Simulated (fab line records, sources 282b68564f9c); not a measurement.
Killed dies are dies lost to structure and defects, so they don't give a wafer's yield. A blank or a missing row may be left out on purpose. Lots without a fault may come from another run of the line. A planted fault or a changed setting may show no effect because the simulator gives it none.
Which tool did it? | flow rit_cmos | 11 lots, 33 wafers sampled, at 2 steps of a route of 202

WHAT THE GAUGES READ, wafer by wafer
RIT_NSD_OVL_MEAS_06.
lot  | measured    | on         | NSD_OVL (nm)
L357 | day 2 23:52 | overlay-02 | -1.0 -1.6 -2.3
L358 | day 3 08:59 | overlay-02 | -3.9 1.2 -0.5
L359 | day 3 13:39 | overlay-02 | -0.6 -0.3 -0.5
L360 | day 3 16:59 | overlay-02 | 0.6 0.7 0.0
L365 | day 4 16:34 | overlay-02 | - - - - - -
L369 | day 5 11:46 | overlay-02 | - - - - - -
L373 | day 6 08:38 | overlay-01 | 2.2 1.2 1.9
L374 | day 6 11:54 | overlay-02 | 0.0 -0.3 -0.4
L375 | day 6 16:16 | overlay-02 | 0.4 0.7 1.8
L377 | day 7 04:04 | overlay-01 | 2.6 1.8 2.4
L379 | day 7 13:25 | overlay-01 | 0.4 -0.3 1.2

WHICH TOOL RAN EACH LOT (tool, then ch and the chambers of the sampled wafers, then the start)
lot  | RIT_NSD_EXPOSE_03
L357 | iline_stepper-02 ch 0, day 2 23:28
L358 | iline_stepper-02 ch 0, day 3 08:28
L359 | iline_stepper-01 ch 0, day 3 13:17
L360 | iline_stepper-01 ch 0, day 3 16:36
L365 | iline_stepper-02 ch 0, day 4 16:02
L369 | iline_stepper-02 ch 0, day 5 11:22
L373 | iline_stepper-01 ch 0, day 6 08:14
L374 | iline_stepper-01 ch 0, day 6 11:31
L375 | iline_stepper-01 ch 0, day 6 15:52
L377 | iline_stepper-01 ch 0, day 7 03:41
L379 | iline_stepper-01 ch 0, day 7 13:01
- RIT_NSD_EXPOSE_03: exposes mask M9, target cd 40700 nm.

WHAT THE TOOLS THEMSELVES READ (means of the sampled wafers that have a number; where no wafer has one, the mark that the record gives instead)
RIT_NSD_EXPOSE_03.
lot  | tool             | reticle_temp_C (C)
L357 | iline_stepper-02 | 23.13
L358 | iline_stepper-02 | 22.99
L359 | iline_stepper-01 | 22.84
L360 | iline_stepper-01 | 22.97
L365 | iline_stepper-02 | 23.04
L369 | iline_stepper-02 | 23.01
L373 | iline_stepper-01 | 22.95
L374 | iline_stepper-01 | 22.97
L375 | iline_stepper-01 | 23.08
L377 | iline_stepper-01 | 22.96
L379 | iline_stepper-01 | 23.00

THE ANSWER, worked out from the rows above alone
Rule: what is usual is taken from the lots themselves. Put in order of their means at a reading, lots are off if they are a third of the lots or fewer, leave a main group of 4 or more, and stand apart from it by a gap of 3 or more times the standard deviation of the main group's means; of several such gaps the widest counts. A main group whose means are all the same, to the digits that the tables above print for the reading, isn't used. A lot without any number at a reading at which 4 lots or more have one is off too. The other lots that the step has rows for count as sound. The gauges are gone through in route order, then the tools' own readings, and for those a lot's mean is taken as printed above. The first step at which some lot is off is used, and at that step the reading that is off furthest; a lot without a number counts as furthest.
Off: L365, L369, at RIT_NSD_OVL_MEAS_06 (NSD_OVL). Without a number there: L365, L369. The main group: mean 0.3 nm, standard deviation 1.2.
A tool fits if, at a process step before that reading, it ran every lot that is off, and no sound lot after the first of them. The gauges at RIT_NSD_OVL_MEAS_06 are tried like those tools. One fits: iline_stepper-02 at RIT_NSD_EXPOSE_03. Its last sound lot is L358 (day 3 08:28), its first lot that is off L365 (day 4 16:02): a fault that began between those two fits.

WHAT THE SIMULATOR HAD PUT IN
Scanner matching overlay: iline_stepper-02, from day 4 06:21 on, at RIT_NSD_EXPOSE_03. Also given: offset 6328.
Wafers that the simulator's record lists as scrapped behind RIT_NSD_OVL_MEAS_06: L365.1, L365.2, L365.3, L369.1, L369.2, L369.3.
Lots struck among those shown: L365, L369. The rule above found the same.
